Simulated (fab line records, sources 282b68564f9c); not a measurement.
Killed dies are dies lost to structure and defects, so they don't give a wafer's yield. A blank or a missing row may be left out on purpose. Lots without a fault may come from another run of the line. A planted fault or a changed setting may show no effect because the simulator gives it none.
A struck lot beside a sound one | flow rit_cmos | 27 steps out of a route of 202
Sound: wafers L666.2, L666.4, L666.5. Struck: wafer L670.6. (L670.1, L670.5 of the same lot were not struck and are left out.) The cause comes at the end.
At each step with rows: each side's tool, then ch and its chambers, then its first start. Under that, the readings that differ: sound wafers | struck wafers | difference of the means | sigmas: that difference in standard deviations of wafers without a fault.
alike: readings whose means differ by less than 2 such deviations, and words and numbers that are the same on both sides. not compared: withheld readings, readings that some wafer has no value for, bounds like >300 that may hide the same value, and numbers for which the record gives no deviation and whose values overlap.
The two part at a step that has a row with sigmas, a row that says differs or no value, or rows on one side only. Numbers that don't overlap but have no deviation are shown without sigmas and don't part them. A reading that every wafer of one side lacks parts them only if that side has two wafers or more.

first, 4 steps without rows for these wafers: RIT_CONTACT_SOFTBAKE_04 (time 60 s); RIT_CONTACT_EXPOSE_05 (exposes mask M11, target cd 1000 nm); RIT_CONTACT_PEB_06; RIT_CONTACT_DEVELOP_07 (develop time 120 s).
RIT_CONTACT_CD_MEAS_08: target cd 1000 nm.
  sound on cd_sem-01, day 5 02:17; struck on cd_sem-01, day 5 18:18
  reading    | sound             | struck | difference | sigmas
  cd_nm (nm) | 995.9 996.9 997.8 | 1003.7 | +6.8       | +3
RIT_CONTACT_OVL_MEAS_09:
  sound on overlay-01, day 5 02:23; struck on overlay-01, day 5 18:25
  alike: CONTACT_OVL
then, 1 step without rows for these wafers: RIT_CONTACT_HARDBAKE_10 (time 60 s).
RIT_CONTACT_ETCH_11: etches SiO2 in CHF3/CF4/Ar, stops on TiSi2, target depth 480 nm, time 320 s.
  sound on rie_diel-04 ch 0,2, day 5 02:34; struck on rie_diel-01 ch 1, day 5 18:36
  alike: O2_flow_sccm, drypump_motor_current_A, oes_product_au, throttle_valve_pct
  not compared: rf_hours_counter_h
RIT_CONTACT_STRIP_12: strips in O2, time 180 s.
  sound on plasma_asher-03 ch 0,1, day 5 02:46; struck on plasma_asher-03 ch 1, day 5 18:48
  reading             | sound          | struck | difference | sigmas
  o2_flow_sccm (sccm) | 4018 4007 4013 | 3985   | -28        | -2
  alike: drypump_motor_current_A
  not compared: rf_hours_counter_h
RIT_CONTACT_CD_MEAS_90: target cd 1000 nm.
  sound on cd_sem-02, day 5 02:58; struck on cd_sem-02, day 5 18:58
  reading    | sound             | struck | difference | sigmas
  cd_nm (nm) | 996.1 997.7 997.6 | 1004.5 | +7.4       | +4
then, 2 steps without rows for these wafers: RIT_CONTACT_CLEAN_13 (cleans in SC1, time 600 s); RIT_CONTACT_CLEAN_14 (cleans in SC2, time 600 s).
RIT_M1_SPUTTER_00: material Al, target thk 400 nm, time 500 s.
  sound on pvd_sputter-03, day 5 03:25; struck on pvd_sputter-03, day 5 19:28
  reading                               | sound           | struck | difference | sigmas
  model.Al_of_M1_SPUTTER_00.thk_nm (nm) | 414.4 412 413.5 | 514.1  | +100.8     |
  alike: cathode_dc_power_W, throttle_valve_pct
RIT_M1_RS_MEAS_01: measures by four-point-probe.
  sound on film_metro-01, day 5 03:43; struck on film_metro-04, day 5 19:45
  reading           | sound                | struck | difference | sigmas
  M1_AL_RS (ohm/sq) | 0.0708 0.0711 0.0709 | 0.0570 | -0.0139    | -19
RIT_M1_THK_MEAS_02: measures by xrf.
  sound on film_metro-01, day 5 03:50; struck on film_metro-04, day 5 19:52
  reading        | sound       | struck | difference | sigmas
  M1_AL_THK (nm) | 420 419 425 | 521    | +100       | +24
then, 6 steps without rows for these wafers: RIT_M1_HMDS_03 (prime time 60 s); RIT_M1_COAT_04 (resist thk 1300 nm); RIT_M1_SOFTBAKE_05 (time 60 s); RIT_M1_EXPOSE_06 (exposes mask M12, target cd 2600 nm); RIT_M1_PEB_07; RIT_M1_DEVELOP_08 (develop time 68 s).
RIT_M1_CD_MEAS_09: target cd 2600 nm.
  sound on cd_sem-01, day 5 04:56; struck on cd_sem-01, day 5 20:56
  alike: cd_nm
RIT_M1_OVL_MEAS_10:
  sound on overlay-01, day 5 05:03; struck on overlay-01, day 5 21:04
  alike: M1_OVL
then, 1 step without rows for these wafers: RIT_M1_HARDBAKE_11 (time 120 s).
RIT_M1_METAL_ETCH_12: etches Al in Cl2/BCl3, stops on SiO2, time 165 s, target depth 600 nm.
  sound on rie_metal-02 ch 0,1, day 5 05:20; struck on rie_metal-01 ch 1, day 5 21:23
  reading                | sound             | struck | difference | sigmas
  oes_product_au (a.u.)  | 0.810 0.784 0.800 | 0.888  | +0.090     | +8
  throttle_valve_pct (%) | 8.37 8.33 8.34    | 8.21   | -0.14      | -2
  alike: drypump_motor_current_A
  not compared: rf_hours_counter_h
then, 1 step without rows for these wafers: RIT_M1_STRIP_13 (strips in nmp, time 600 s).
RIT_M1_PROBE_99:
  sound on prober-01, day 5 07:43; struck on prober-01, day 6 00:33
  reading                                        | sound                      | struck    | difference | sigmas
  model.etest.m1_comb_over_steps.leak_log10_a_um | -12.99 -12.81 -12.94       | -10.01    | +2.90      |
  model.etest.m1.rs_ohm_sq                       | 0.07008 0.07042 0.06982    | 0.05628   | -0.01383   |
  model.etest.antenna_m1.vt_shift_v (V)          | -0.01323 -0.01177 -0.01449 | -0.001782 | +0.011381  |
  alike: defect_limited_yield, killed_at_contacts, killed_at_front_end, killed_dies, killed_open, killed_short

WHERE THEY PART
First at RIT_CONTACT_CD_MEAS_08; last, within this record, at RIT_M1_METAL_ETCH_12. Later steps at which nothing parts them and some readings are alike: RIT_M1_PROBE_99.

WHY: what the simulator had put in
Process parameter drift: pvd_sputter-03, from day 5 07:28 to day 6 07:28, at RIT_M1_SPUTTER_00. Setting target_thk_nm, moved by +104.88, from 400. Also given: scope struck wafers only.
